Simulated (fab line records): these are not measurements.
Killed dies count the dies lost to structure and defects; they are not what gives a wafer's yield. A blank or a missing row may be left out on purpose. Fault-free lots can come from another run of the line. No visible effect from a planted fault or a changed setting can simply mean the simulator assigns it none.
What tool caused it? | flow rit cmos | Sampling: 14 lots, 42 wafers, 3 of 202 route steps

WHAT THE GAUGES READ, wafer by wafer
RIT_GATE_THK_MEAS_09. Usual: GATE_POLY_THK 250.0 nm, standard deviation 2.5.
lot  | measured    | on            | GATE_POLY_THK (nm) | flag
L184 | day 2 19:35 | film metro-02 | 253.0 251.7 251.7  |
L185 | day 2 23:17 | film metro-01 | 255.3 252.4 253.2  |
L186 | day 3 04:21 | film metro-02 | 252.5 251.6 249.9  |
L187 | day 3 13:46 | film metro-04 | 253.2 251.9 251.2  |
L188 | day 3 15:23 | film metro-02 | 250.5 250.6 251.0  |
L189 | day 3 18:49 | film metro-04 | 245.3 246.0 245.6  |
L190 | day 4 01:13 | film metro-04 | 249.9 247.3 250.2  |
L191 | day 4 08:08 | film metro-02 | 249.7 247.7 248.6  |
L192 | day 4 14:08 | film metro-02 | 252.7 252.8 250.3  |
L198 | day 6 01:40 | film metro-04 | 249.6 249.4 249.8  |
L201 | day 6 07:59 | film metro-04 | 250.7 250.6 249.5  |
L200 | day 6 16:14 | film metro-04 | 249.6 250.0 249.5  |
L205 | day 7 10:54 | film metro-01 | 248.1 247.5 247.5  |
L206 | day 7 13:57 | film metro-04 | 249.4 250.6 252.9  |

RIT_CONTACT_CD_MEAS_08 targets a cd of 1000 nm. Usual: 1000.3 nm for cd nm, sd 1.9.
lot  | measured    | on        | cd nm (nm)           | flag
L184 | day 3 11:26 | cd sem-01 | 999.2 1000.4 1001.6  |
L185 | day 3 15:22 | cd sem-02 | 999.8 999.2 999.8    |
L186 | day 3 21:15 | cd sem-01 | 999.5 998.6 995.9    |
L187 | day 4 06:56 | cd sem-01 | 999.5 1000.5 1000.3  |
L188 | day 4 08:48 | cd sem-02 | 997.8 995.7 999.0    |
L189 | day 4 10:47 | cd sem-02 | 999.6 998.6 999.1    |
L190 | day 4 17:21 | cd sem-02 | 1000.1 997.1 1001.2  |
L191 | day 5 00:46 | cd sem-02 | 1002.3 1001.3 999.3  |
L192 | day 5 05:55 | cd sem-02 | 1000.0 999.7 1001.4  |
L198 | day 6 18:50 | cd sem-01 | 999.0 1000.2 1000.1  |
L201 | day 7 01:07 | cd sem-01 | 998.0 999.0 999.1    |
L200 | day 7 08:03 | cd sem-02 | 1002.5 1001.5 1002.1 |
L205 | day 8 04:55 | cd sem-02 | 1000.4 999.4 1000.9  |
L206 | day 8 07:09 | cd sem-02 | 1002.1 1001.6 1002.0 |

RIT_CONTACT_CD_MEAS_90 targets a cd of 1000 nm. Usual: 1000.2 nm for cd nm, sd 1.9.
lot  | measured    | on        | cd nm (nm)           | flag
L184 | day 3 12:07 | cd sem-02 | 999.0 999.7 1001.8   |
L185 | day 3 16:02 | cd sem-02 | 999.7 999.4 998.9    |
L186 | day 3 21:56 | cd sem-01 | 999.4 998.2 996.0    |
L187 | day 4 07:43 | cd sem-01 | 1000.2 1000.2 999.2  |
L188 | day 4 09:28 | cd sem-02 | 997.3 995.9 998.8    |
L189 | day 4 11:27 | cd sem-02 | 999.2 998.2 999.2    |
L190 | day 4 18:02 | cd sem-01 | 999.1 997.1 1001.1   |
L191 | day 5 01:27 | cd sem-01 | 1002.2 1001.5 999.6  |
L192 | day 5 06:35 | cd sem-01 | 999.4 999.9 1001.4   |
L198 | day 6 19:37 | cd sem-01 | 999.0 999.9 1000.0   |
L201 | day 7 01:47 | cd sem-02 | 998.4 998.9 999.4    |
L200 | day 7 08:43 | cd sem-02 | 1002.6 1002.1 1002.0 |
L205 | day 8 05:35 | cd sem-01 | 1000.1 999.9 1001.0  |
L206 | day 8 07:50 | cd sem-02 | 1002.0 1001.0 1002.4 |

WHICH TOOL RAN EACH LOT (tool, then ch and the chambers of the sampled wafers, then the start)
Before these readings, the record contains no process step.

WHAT THE TOOLS THEMSELVES READ (means of the sampled wafers that have a number; where no wafer has one, the mark that the record gives instead)
The record holds no such reading with a usual standard deviation.

THE ANSWER, worked out from the rows above alone
Rule: a lot counts as off when the mean over its wafers that have a number is more than 3 standard deviations away from the usual mean. A lot without any number at a reading at which 4 lots or more have one is off too. All remaining lots with rows at the step are treated as sound. Order of review: gauges by route order, followed by the tools' own readings, for which a lot's mean as printed above is used. The first step at which some lot is off is used, and at that step the reading that is off furthest; a lot without a number counts as furthest.
None of the lots is off at any reading shown; this tells nothing.

WHAT THE SIMULATOR HAD INSERTED
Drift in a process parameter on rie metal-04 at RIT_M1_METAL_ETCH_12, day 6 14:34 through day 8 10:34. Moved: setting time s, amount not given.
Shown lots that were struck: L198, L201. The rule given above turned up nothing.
